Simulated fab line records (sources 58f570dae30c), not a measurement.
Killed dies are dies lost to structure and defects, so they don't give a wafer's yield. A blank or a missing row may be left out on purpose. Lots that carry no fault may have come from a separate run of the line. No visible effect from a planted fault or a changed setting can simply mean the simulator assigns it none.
Split-lot trial / flow berkeleyCmos170 / 23 wafers read from 5 lots, route of 331 steps

SPLIT DETAILS
At UCB170_M3_METAL_ETCH_18 (etches Al in Cl2/BCl3, stops on SiO2, target depth 1170 nm, time 195 s), the setting timeS was moved away from the recipe's 195 s on 10 of the 23 wafers read, by +4.9% to +13.9%. All remaining wafers had this setting at the recipe value.

There is no step in the file separating the split from the reading.

THE READING
oesProductAu, in a.u., at UCB170_M3_STRIP_19 (strips in O2). A value of 0.536 a.u. with a standard deviation of 0.012 a.u. is what fault-free wafers of this fab line usually give.

wafer=L075.1; tool, chamber at the split=rieMetal-04, 0; timeS as run, s=195; against the recipe=recipe; oesProductAu, a.u.=0.543; against lot-mates on the recipe=-
wafer=L075.2; tool, chamber at the split=rieMetal-04, 1; timeS as run, s=219.4; against the recipe=+12.5%; oesProductAu, a.u.=0.462; against lot-mates on the recipe=-0.078
wafer=L075.3; tool, chamber at the split=rieMetal-04, 0; timeS as run, s=195; against the recipe=recipe; oesProductAu, a.u.=0.538; against lot-mates on the recipe=-
wafer=L075.4; tool, chamber at the split=rieMetal-04, 1; timeS as run, s=219.4; against the recipe=+12.5%; oesProductAu, a.u.=0.445; against lot-mates on the recipe=-0.095
wafer=L075.6; tool, chamber at the split=rieMetal-04, 1; timeS as run, s=219.4; against the recipe=+12.5%; oesProductAu, a.u.=0.451; against lot-mates on the recipe=-0.089
wafer=L077.1; tool, chamber at the split=rieMetal-04, 1; timeS as run, s=195; against the recipe=recipe; oesProductAu, a.u.=0.540; against lot-mates on the recipe=-
wafer=L077.2; tool, chamber at the split=rieMetal-04, 0; timeS as run, s=195; against the recipe=recipe; oesProductAu, a.u.=0.519; against lot-mates on the recipe=-
wafer=L077.3; tool, chamber at the split=rieMetal-04, 1; timeS as run, s=204.5; against the recipe=+4.9%; oesProductAu, a.u.=0.492; against lot-mates on the recipe=-0.037
wafer=L077.5; tool, chamber at the split=rieMetal-04, 1; timeS as run, s=195; against the recipe=recipe; oesProductAu, a.u.=0.529; against lot-mates on the recipe=-
wafer=L077.6; tool, chamber at the split=rieMetal-04, 0; timeS as run, s=204.5; against the recipe=+4.9%; oesProductAu, a.u.=0.483; against lot-mates on the recipe=-0.046
wafer=L080.1; tool, chamber at the split=rieMetal-01, 0; timeS as run, s=195; against the recipe=recipe; oesProductAu, a.u.=0.533; against lot-mates on the recipe=-
wafer=L080.3; tool, chamber at the split=rieMetal-01, 0; timeS as run, s=222.1; against the recipe=+13.9%; oesProductAu, a.u.=0.416; against lot-mates on the recipe=-0.110
wafer=L080.4; tool, chamber at the split=rieMetal-01, 0; timeS as run, s=195; against the recipe=recipe; oesProductAu, a.u.=0.520; against lot-mates on the recipe=-
wafer=L080.5; tool, chamber at the split=rieMetal-01, 0; timeS as run, s=222.1; against the recipe=+13.9%; oesProductAu, a.u.=0.429; against lot-mates on the recipe=-0.097
wafer=L080.6; tool, chamber at the split=rieMetal-01, 0; timeS as run, s=195; against the recipe=recipe; oesProductAu, a.u.=0.524; against lot-mates on the recipe=-
wafer=L082.1; tool, chamber at the split=rieMetal-04, 1; timeS as run, s=195; against the recipe=recipe; oesProductAu, a.u.=0.547; against lot-mates on the recipe=-
wafer=L082.2; tool, chamber at the split=rieMetal-04, 0; timeS as run, s=195; against the recipe=recipe; oesProductAu, a.u.=0.538; against lot-mates on the recipe=-
wafer=L082.5; tool, chamber at the split=rieMetal-04, 0; timeS as run, s=195; against the recipe=recipe; oesProductAu, a.u.=0.543; against lot-mates on the recipe=-
wafer=L081.1; tool, chamber at the split=rieMetal-01, 0; timeS as run, s=195; against the recipe=recipe; oesProductAu, a.u.=0.536; against lot-mates on the recipe=-
wafer=L081.2; tool, chamber at the split=rieMetal-01, 0; timeS as run, s=212.5; against the recipe=+9.0%; oesProductAu, a.u.=0.458; against lot-mates on the recipe=-0.072
wafer=L081.3; tool, chamber at the split=rieMetal-01, 0; timeS as run, s=212.5; against the recipe=+9.0%; oesProductAu, a.u.=0.454; against lot-mates on the recipe=-0.076
wafer=L081.4; tool, chamber at the split=rieMetal-01, 0; timeS as run, s=195; against the recipe=recipe; oesProductAu, a.u.=0.524; against lot-mates on the recipe=-
wafer=L081.6; tool, chamber at the split=rieMetal-01, 0; timeS as run, s=212.5; against the recipe=+9.0%; oesProductAu, a.u.=0.452; against lot-mates on the recipe=-0.078

THE FIT
A straight line over all 23 wafers: oesProductAu changes by -0.00746 a.u. for each +1% of timeS; r = -0.97; the points scatter about the line by 0.011 a.u.
The same after taking each lot's own level away (the mean of its wafers on the recipe; 23 wafers): -0.00743 a.u. for each +1%; r = -0.99; scatter 0.0072 a.u.
According to that fit, moving timeS by its largest amount changes the reading by 0.1 a.u.
From 0.5257 to 0.5427 a.u.: that is the span of the lots' own levels, equal to 1.4 times the standard deviation above.
Consequently the slope shifts little with the lot-to-lot level, the two slopes agreeing.
Check: for one of the wafers moved furthest among these (+13.9%), held out of the fit, the line's prediction against its lot-mates is -0.103 a.u. It came out at -0.11 a.u. against them.

OTHER SPLITS ON THESE WAFERS
Note: prior to the reading, these wafers also went through further splits. Each is held against what the fit with the lots' levels taken away leaves over:
other split on the same wafers=UCB170_V2_EXPOSE_09 doseMj; wafers away from the commonest value=7; r with oesProductAu (lot level and that fit taken away)=-0.25
other split on the same wafers=UCB170_V2_ETCH_14 timeS; wafers away from the commonest value=9; r with oesProductAu (lot level and that fit taken away)=+0.39

THE WHOLE CHAIN: every reading that the file lists as answering this split, in the file's order
step=UCB170_M3_METAL_ETCH_18; what it does=etches Al in Cl2/BCl3, stops on SiO2, target depth 1170 nm, time 195 s; reading=KrF_of_M3_COAT_10.thkNm (the simulator's own value, which no gauge read); change (the file's fit)=-6.74 nm for each +1% of the setting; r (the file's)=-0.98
step=UCB170_M3_STRIP_19; what it does=strips in O2; reading=oesProductAu; change (the file's fit)=-0.00748 a.u. for each +1% of the setting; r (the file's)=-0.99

FILE'S OWN FIT
oesProductAu changes by -0.00748 a.u. for each +1% of timeS, r = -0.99.
